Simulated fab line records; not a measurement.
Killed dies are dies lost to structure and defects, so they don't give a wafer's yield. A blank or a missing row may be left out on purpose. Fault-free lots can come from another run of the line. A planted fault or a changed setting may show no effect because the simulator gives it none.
Which of the tools did it?    flow rit-cmos    Sampling: 7 lots, 21 wafers, 2 of 202 route steps

== WHAT THE GAUGES SHOWED, per wafer ==
RIT_ACTIVE_THK_MEAS_02.
lot   measured     on             ACTIVE_OXIDE_THK (nm)
L300  day 1 22:40  film-metro-03  46.8 47.0 46.9
L302  day 2 03:25  film-metro-03  45.7 46.4 46.7
L305  day 2 18:03  film-metro-03  46.8 47.4 47.3
L310  day 3 21:47  film-metro-03  60.3 60.1 61.0
L313  day 4 11:04  film-metro-03  61.5 61.0 60.8
L319  day 5 16:04  film-metro-03  47.0 47.4 46.8
L321  day 6 02:04  film-metro-02  47.6 47.3 47.0

== WHICH TOOL RAN EACH LOT (tool, then ch and the chambers of the sampled wafers, then the start) ==
lot   RIT_ACTIVE_OXIDATION_01
L300  furnace-01 ch 0, day 1 20:44
L302  furnace-03 ch 0, day 2 01:26
L305  furnace-01 ch 0, day 2 16:07
L310  furnace-01 ch 0, day 3 19:49
L313  furnace-01 ch 0, day 4 09:08
L319  furnace-04 ch 0, day 5 14:07
L321  furnace-04 ch 0, day 6 00:07
- RIT_ACTIVE_OXIDATION_01: target thk 46.8 nm, ox time 3360 s.

== THE ANSWER, worked out from the rows above alone ==
Rule: the lots themselves supply what counts as usual. The widest of any qualifying gaps counts: lots, ordered by their means at a reading, are off when they make up no more than a third of the lots, leave a main group of 4 or more, and stand apart from it by 3 or more times the standard deviation of that group's means. A main group whose means are all the same, to the digits that the tables above print for the reading, isn't used. A lot without any number at a reading at which 4 lots or more have one is off too. Any other lot the step has rows for is counted as sound.
Off: at RIT_ACTIVE_THK_MEAS_02 (ACTIVE_OXIDE_THK), L310, L313. The main group has a mean of 46.9 nm with a standard deviation of 0.36.
If a tool, at a process step before that reading, ran all the lots that are off and no sound lot after the first of them, it fits. Gauges at RIT_ACTIVE_THK_MEAS_02: tried the same way as those tools. One fits: furnace-01 at RIT_ACTIVE_OXIDATION_01. A fault onset in the window from L305 (day 2 16:07, its last sound lot) to L310 (day 3 19:49, its first lot off) fits.

== WHAT HAD BEEN PUT IN BY THE SIMULATOR ==
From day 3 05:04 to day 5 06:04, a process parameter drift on furnace-01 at RIT_ACTIVE_OXIDATION_01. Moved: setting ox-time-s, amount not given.
Lots struck among those shown: L310, L313. The rule given above showed the same thing.
